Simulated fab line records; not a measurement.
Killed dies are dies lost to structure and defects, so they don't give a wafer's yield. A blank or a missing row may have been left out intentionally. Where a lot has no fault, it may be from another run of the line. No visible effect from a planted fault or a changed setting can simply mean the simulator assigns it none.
8D (eight disciplines) problem report, filled in by code / flow rit cmos / the parts of the form that need people (team, actions taken, sign-off) are left out

## 1. THE PROBLEM
Wafers without a fault read 0.825 a.u., standard deviation 0.012; oes product au at RIT_ACTIVE_ETCH_13 reads a mean of 0.718 a.u. on 2 wafers belonging to 2 lots. Relative to the usual mean, that is a shift of -8.9 standard deviations.
The step: etches Si3N4 in SF6, stops on SiO2, time 210 s, target depth 210 nm.
First seen on wafer L778.4, day 4 15:10, on rie diel-03. The record holds 42 wafers of 14 lots with a number at this step. By rule, "out" or "out of limits" means more than 4 standard deviations away from the usual mean. The other wafers with a number count as sound.

## 2. WHAT IT IS, AND WHAT IT ISN'T
question=which readings at this step | is=oes product au | is not=SF6_flow_sccm, drypump motor current A, throttle valve pct
question=which lots | is=L778, L781 | is not=L764, L765, L766, L768, L769, L770, L771, L772, L783, L785, L786, L787
question=which wafers of those lots | is=L778.4, L781.3 | is not=L778.2, L778.3, L781.1, L781.4
question=read on which tools | is=rie diel-03 | is not=rie diel-02, rie diel-04
question=when | is=from day 4 15:10 | is not=up to then (26 sound wafers); but 14 sound wafers of L781, L783, L785, L786, L787 came after

## 3. WHAT RULES OUT EACH SUSPECT
Counting: a tool at a process step up to the reading stays a suspect if it ran every lot that is out. Sound lots after the first of them don't rule it out here, since some wafers of a struck lot are sound.
- rie diel-03 at RIT_ACTIVE_ETCH_13 (etches Si3N4 in SF6, stops on SiO2, time 210 s, target depth 210 nm): kept. It processed each lot that is out (first: L778, day 4 15:10); up to then, its last sound lot is L772 (day 3 07:23). Out on those wafers are its own readings of oes product au.
- Within rie diel-03 at RIT_ACTIVE_ETCH_13: the wafers that are out ran in chamber 3; their sound lot-mates ran in chambers 1, 2.
Left after counting: rie diel-03 at RIT_ACTIVE_ETCH_13.

## 4. THE CAUSE (what the simulator had put in)
rie diel-03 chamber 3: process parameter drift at RIT_ACTIVE_ETCH_13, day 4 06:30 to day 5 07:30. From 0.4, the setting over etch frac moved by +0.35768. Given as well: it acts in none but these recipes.
Counting left only this tool.

## 5. SEQUENCE OF EFFECTS, ordered by route
Each row: a reading whose mean over the struck wafers that have a number lies more than 3 standard deviations from the usual. Only readings for which the record gives a usual standard deviation are gone through. hours: the time from each lot's start at the first step in this table that gives one to its start at this step, as a median over the lots. sigmas: the change in usual standard deviations.
hours=0; step=RIT_ACTIVE_ETCH_13; reading=oes product au; usual=0.825 a.u.; on struck wafers=0.718; change=-0.107; sigmas=-8.9
The process steps in it:
- RIT_ACTIVE_ETCH_13: etches Si3N4 in SF6, stops on SiO2, time 210 s, target depth 210 nm.

## 6. WHAT WOULD HAVE CAUGHT IT SOONER
9 hours passed between the start of the fault at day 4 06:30 and the first reading out of limits in this record, taken at day 4 15:10.
